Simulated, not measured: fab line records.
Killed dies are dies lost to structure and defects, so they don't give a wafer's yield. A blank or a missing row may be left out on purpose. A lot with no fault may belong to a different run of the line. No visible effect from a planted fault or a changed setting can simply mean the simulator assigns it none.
fab line records -- flow rit_cmos
[record] lots = 13, wafers = 39, last_day = 7
route steps=202 shown ACTIVE@4
lots that met no fault: from a run of the same line without faults
start_h: hours from the record's first day to the start of the lot's first wafer shown -- wait_h: how many hours have passed since the lot's step before this one -- " unchanged from the row above -- L1.1+2: a single row standing in for several wafers -- - value missing, or start not given -- * or withheld: withheld -- < > ~ a bound
route shown NAME@n: names a module that has steps shown in the file, with the first one's number in the route -- usual: mean and standard deviation over wafers with no fault -- same: alike in all rows -- chamber/n: place in a boat -- sites: readings site by site -- _std_site: the values' standard deviation -- _edge_site: mean of outer sites minus mean of inner sites -- radius_mm: how far each site lies from the wafer's centre -- mask NAME#n: copy n -- behind: tool/chamber where the wafer was last shaped -- hold: the reason the lot was held/the length of the hold in hours/how it ended -- device: names the non-switching transistor (n, p or np) -- end of line: tests of these same wafers at the route's end -- for a step that has no rows: nothing shown but its recipe -- killed: count of dies lost to structure and defects at first sort (not the wafer's yield) -- map: dies across one wafer; x = killed, . = not, _ = none there
set.NAME: the setting that was run; set.NAME@STEP: the one run at that earlier step -- model.NAME: the simulator's own value behind a step, which no gauge read
a sample of lots followed through the steps of the route, with each step as a table and each wafer as a row
services: a tool's chamber out of use, with start hour (start_h, from the record's first day; less than 0 if before it), hours out, and reason
[[steps]]
[step RIT_ACTIVE_CVD_03]
[recipe] material = Si3N4, target_thk_nm = 150, temp_c = 810, precursor = SiH2Cl2/NH3, time_s = 1500, pressure_mtorr = 300, sih2cl2_flow_sccm = 60, nh3_flow_sccm = 150
[usual] spike_tc_centre_C = 812.2/1.6, spike_tc_load_C = 832.6/1.7, spike_tc_source_C = 831.4/2.6, susceptor_temp_C = 809.9/0.32
lot.wafer,tool,chamber,start_h,wait_h,spike_tc_centre_C,spike_tc_load_C,spike_tc_source_C,susceptor_temp_C
L360.4,lpcvd-02,1,12.20,0.0,811.5,833.5,834.8,809.9
L360.5,lpcvd-02,1,12.20,0.0,810.7,832.4,833.0,810.1
L360.6,lpcvd-02,1,12.20,0.0,810.2,832.7,835.2,810.4
L361.2,lpcvd-02,0,17.32,0.0,812.2,832.8,832.3,809.8
L361.5,lpcvd-02,0,17.32,0.0,812.3,833.2,833.5,809.5
L361.6,lpcvd-02,0,17.32,0.0,810.1,833.3,833.5,810.5
L362.1,lpcvd-01,0,25.04,0.1,812.5,827.8,830.8,809.6
L362.5,lpcvd-01,0,25.04,0.1,812.8,829.6,831.6,809.4
L362.6,lpcvd-01,0,25.04,0.1,811.1,829.9,828.9,810.1
L363.2,lpcvd-02,0,27.65,0.6,811.8,835.3,832.0,809.6
L363.4,lpcvd-02,0,27.65,0.6,811.6,833.3,832.9,809.6
L363.6,lpcvd-02,0,27.65,0.6,810.4,833.7,833.1,809.8
L364.2,lpcvd-01,0,33.25,0.0,812.1,830.4,832.6,810.3
L364.4,lpcvd-01,0,33.25,0.0,813.3,829.1,830.7,810.2
L364.5,lpcvd-01,0,33.25,0.0,811.5,829.4,828.6,810.2
L366.1,lpcvd-01,1,43.28,0.1,813.0,835.2,828.1,810.0
L366.3,lpcvd-01,1,43.28,0.1,812.2,832.4,830.4,809.8
L366.5,lpcvd-01,1,43.28,0.1,814.7,831.2,827.7,810.1
L369.3,lpcvd-02,0,57.11,0.0,812.8,834.7,833.9,809.9
L369.5,lpcvd-02,0,57.11,0.0,811.7,834.0,834.3,810.0
L369.6,lpcvd-02,0,57.11,0.0,812.3,833.7,834.0,809.9
L370.1,lpcvd-02,0,63.55,0.1,810.3,834.2,832.4,810.0
L370.2,lpcvd-02,0,63.55,0.1,811.4,834.8,832.7,809.8
L370.4,lpcvd-02,0,63.55,0.1,810.5,834.0,833.9,810.2
L372.1,lpcvd-01,1,72.90,0.1,813.0,832.6,828.9,809.8
L372.4,lpcvd-01,1,72.90,0.1,812.1,831.7,828.4,810.2
L372.6,lpcvd-01,1,72.90,0.1,813.4,831.8,827.7,810.0
L374.1,lpcvd-02,0,84.78,0.1,810.5,831.1,832.1,810.0
L374.5,lpcvd-02,0,84.78,0.1,810.4,833.3,834.7,809.8
L374.6,lpcvd-02,0,84.78,0.1,811.9,832.3,833.1,809.7
L375.1,lpcvd-01,0,89.90,0.1,815.9,828.9,832.8,809.4
L375.4,lpcvd-01,0,89.90,0.1,812.6,828.4,830.5,809.9
L375.5,lpcvd-01,0,89.90,0.1,813.6,830.1,832.1,809.2
L377.2,lpcvd-02,0,98.58,0.0,826.4,849.1,847.0,824.9
L377.3,lpcvd-02,0,98.58,0.0,829.0,847.7,848.7,825.2
L377.5,lpcvd-02,0,98.58,0.0,827.6,849.2,847.2,824.7
L382.1,lpcvd-01,0,123.80,0.1,813.6,830.5,830.1,809.9
L382.2,lpcvd-01,0,123.80,0.1,811.5,829.8,831.1,810.1
L382.5,lpcvd-01,0,123.80,0.1,812.2,829.3,830.5,810.2
[step RIT_ACTIVE_THK_MEAS_04]
[recipe] reads = Si3N4_of_ACTIVE_CVD_03
[usual] ACTIVE_NITRIDE_THK = 150.2/1.4
lot.wafer,tool,chamber,start_h,wait_h,ACTIVE_NITRIDE_THK[nm]
L360.4,film_metro-02,-,13.64,0.0,152.0
L360.5,film_metro-02,-,13.64,0.0,151.9
L360.6,film_metro-02,-,13.64,0.0,151.6
L361.2,film_metro-04,-,18.74,0.0,150.9
L361.5,film_metro-04,-,18.74,0.0,151.6
L361.6,film_metro-04,-,18.74,0.0,150.6
L362.1,film_metro-02,-,26.45,0.0,149.9
L362.5,film_metro-02,-,26.45,0.0,150.9
L362.6,film_metro-02,-,26.45,0.0,151.2
L363.2,film_metro-03,-,29.07,0.0,151.5
L363.4,film_metro-03,-,29.07,0.0,152.6
L363.6,film_metro-03,-,29.07,0.0,151.6
L364.2,film_metro-04,-,34.68,0.0,152.9
L364.4,film_metro-04,-,34.68,0.0,153.2
L364.5,film_metro-04,-,34.68,0.0,155.5
L366.1,film_metro-04,-,44.69,0.0,148.0
L366.3,film_metro-04,-,44.69,0.0,148.4
L366.5,film_metro-04,-,44.69,0.0,149.2
L369.3,film_metro-04,-,58.55,0.0,149.7
L369.5,film_metro-04,-,58.55,0.0,150.9
L369.6,film_metro-04,-,58.55,0.0,150.6
L370.1,film_metro-03,-,64.97,0.0,151.9
L370.2,film_metro-03,-,64.97,0.0,152.2
L370.4,film_metro-03,-,64.97,0.0,152.3
L372.1,film_metro-04,-,75.03,0.0,149.1
L372.4,film_metro-04,-,75.03,0.0,150.7
L372.6,film_metro-04,-,75.03,0.0,149.0
L374.1,film_metro-04,-,86.20,0.0,149.6
L374.5,film_metro-04,-,86.20,0.0,149.0
L374.6,film_metro-04,-,86.20,0.0,149.6
L375.1,film_metro-04,-,91.32,0.0,149.0
L375.4,film_metro-04,-,91.32,0.0,148.0
L375.5,film_metro-04,-,91.32,0.0,149.3
L377.2,film_metro-03,-,100.01,0.0,195.8
L377.3,film_metro-03,-,100.01,0.0,195.3
L377.5,film_metro-03,-,100.01,0.0,195.5
L382.1,film_metro-04,-,125.21,0.0,148.8
L382.2,film_metro-04,-,125.21,0.0,149.0
L382.5,film_metro-04,-,125.21,0.0,149.2
[step RIT_ACTIVE_ETCH_13]
[recipe] stop_on = SiO2, chemistry = SF6, target = Si3N4, time_s = 210, over_etch_frac = 0.4, SF6_flow_sccm = 200, pressure_mtorr = 260, rf_w = 125, target_depth_a = 2100
[usual] drypump_motor_current_A = 5.6/0.6, oes_product_au = 0.823/0.015, rf_fwd_power_W = 124.5/0.37, throttle_valve_pct = 7.53/0.12
lot.wafer,tool,chamber,start_h,wait_h,drypump_motor_current_A,oes_product_au,rf_fwd_power_W,rf_hours_counter_h,throttle_valve_pct
L360.4,rie_diel-03,1,14.92,0.1,6.1,0.821,124.1,1,7.26
L360.5,rie_diel-03,1,14.92,0.1,6.1,0.817,124.1,-,7.26
L360.6,rie_diel-03,2,14.92,0.1,5.9,0.824,123.9,-,7.47
L361.2,rie_diel-03,2,20.04,0.1,5.9,0.832,124.9,169,7.47
L361.5,rie_diel-03,2,20.04,0.1,5.9,0.828,124.9,-,7.47
L361.6,rie_diel-03,3,20.04,0.1,6.3,0.825,124.7,-,7.66
L362.1,rie_diel-04,2,27.63,0.1,4.8,0.818,124.6,79,7.54
L362.5,rie_diel-04,1,27.63,0.1,5.4,0.848,124.5,-,7.51
L362.6,rie_diel-04,0,27.63,0.1,4.8,0.837,124.4,-,7.70
L363.2,rie_diel-02,1,30.24,0.1,5.7,0.807,124.0,5,7.52
L363.4,rie_diel-02,0,30.24,0.1,4.7,0.830,124.9,85,7.44
L363.6,rie_diel-02,1,30.24,0.1,5.7,0.807,124.5,-,7.52
L364.2,rie_diel-03,3,35.85,0.1,6.3,0.837,124.8,94,7.66
L364.4,rie_diel-03,2,35.85,0.1,5.9,0.828,124.9,169,7.46
L364.5,rie_diel-03,3,35.85,0.1,6.3,0.835,124.2,-,7.65
L366.1,rie_diel-03,1,45.96,0.1,6.1,0.810,124.9,2,7.26
L366.3,rie_diel-03,2,45.96,0.1,5.8,0.824,124.3,170,7.47
L366.5,rie_diel-03,2,45.96,0.1,5.8,0.819,124.7,-,7.45
L369.3,rie_diel-04,2,59.88,0.1,4.8,0.816,123.4,79,7.55
L369.5,rie_diel-04,3,59.88,0.1,5.9,0.814,124.7,-,7.56
L369.6,rie_diel-04,0,59.88,0.1,4.8,0.838,124.4,-,7.69
L370.1,rie_diel-04,3,66.47,0.1,6.0,0.820,124.7,114,7.57
L370.2,rie_diel-04,2,66.47,0.1,4.8,0.834,124.6,79,7.55
L370.4,rie_diel-04,1,66.47,0.1,5.4,0.846,125.0,133,7.50
L372.1,rie_diel-03,0,76.21,0.1,6.7,0.830,124.6,28,7.35
L372.4,rie_diel-03,3,76.21,0.1,6.3,0.824,124.9,-,7.66
L372.6,rie_diel-03,1,76.21,0.1,6.1,0.811,124.0,-,7.26
L374.1,rie_diel-02,3,87.52,0.1,5.4,0.795,123.8,5,7.57
L374.5,rie_diel-02,0,87.52,0.1,4.7,0.830,124.5,-,7.43
L374.6,rie_diel-02,2,87.52,0.1,5.9,0.802,124.2,-,7.44
L375.1,rie_diel-04,1,92.50,0.1,5.4,0.845,124.7,133,7.51
L375.4,rie_diel-04,2,92.50,0.1,4.8,0.818,124.3,80,7.54
L375.5,rie_diel-04,1,92.50,0.1,5.4,0.842,124.4,-,7.52
L377.2,rie_diel-03,3,101.28,0.1,6.3,0.958,125.2,95,7.67
L377.3,rie_diel-03,1,101.28,0.1,6.0,0.955,124.3,4,7.27
L377.5,rie_diel-03,3,101.28,0.1,6.3,0.951,125.3,-,7.66
L382.1,rie_diel-02,0,126.39,0.1,4.7,0.818,124.5,86,7.44
L382.2,rie_diel-02,2,126.39,0.1,5.8,0.798,124.3,4,7.45
L382.5,rie_diel-02,1,126.39,0.1,5.7,0.802,124.5,-,7.51
[[services]]
tool,chamber,start_h,hours,kind
rie_diel-03,2,-8.62,1.3,repair
rie_diel-04,2,-5.72,14.4,repair
rie_diel-04,3,-0.91,3.0,repair
rie_diel-02,0,1.85,7.9,repair
rie_diel-02,3,16.57,7.5,repair
rie_diel-03,0,45.35,6.7,repair
rie_diel-04,2,48.29,8.3,repair
rie_diel-02,-,60.94,14.6,pm
rie_diel-03,2,61.42,4.9,repair
rie_diel-03,2,66.33,-,clean
rie_diel-03,2,66.33,14.6,scheduled_down
rie_diel-03,2,66.33,14.6,vent_cycle
rie_diel-02,-,75.54,2.8,pm
rie_diel-02,1,81.31,9.3,repair
rie_diel-03,3,84.93,2.0,repair
rie_diel-04,1,97.78,4.3,repair
rie_diel-04,-,113.32,0.3,repair
rie_diel-03,2,118.76,4.0,repair
[[key]]
[first_sign] step = RIT_ACTIVE_CVD_03, reading = susceptor_temp_C, direction = up, sigmas = 48, usual = *, struck = *
[effect] step = RIT_ACTIVE_CVD_03, reading = spike_tc_centre_C, direction = up, sigmas = 9.8, usual = 812.2, struck = 827.7
[effect] step = RIT_ACTIVE_THK_MEAS_04, reading = ACTIVE_NITRIDE_THK, direction = up, sigmas = 33, usual = 150.2, struck = 195.5
[effect] step = RIT_ACTIVE_ETCH_13, reading = oes_product_au, direction = up, sigmas = 9.1, usual = 0.823, struck = 0.955
met_at RIT_ACTIVE_CVD_03
struck_lots L377
struck_wafers L377.2,L377.3,L377.5
sort_left_out L377.2,L377.3,L377.5
tester_left_out L377
onset_between 84.78 98.58
[fault] kind = process_parameter_drift, tool = lpcvd-02, chamber = 0, onset_h = 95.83, steps = RIT_ACTIVE_CVD_03, channel = temp_c, offset = *, shape = step, end_h = 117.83, acts_in = *, stated = *
// tester_left_out: of these lots the tester's yield and bins aren't shown, on N5 and GAA mostly nor the transistor test; their killed dies are dies lost to structure and defects alone, not to doping, threshold or leakage, so they don't give the yield
// sort_left_out: the simulated sort isn't trusted on such a fault, so these wafers' sort isn't shown, and their yield isn't known
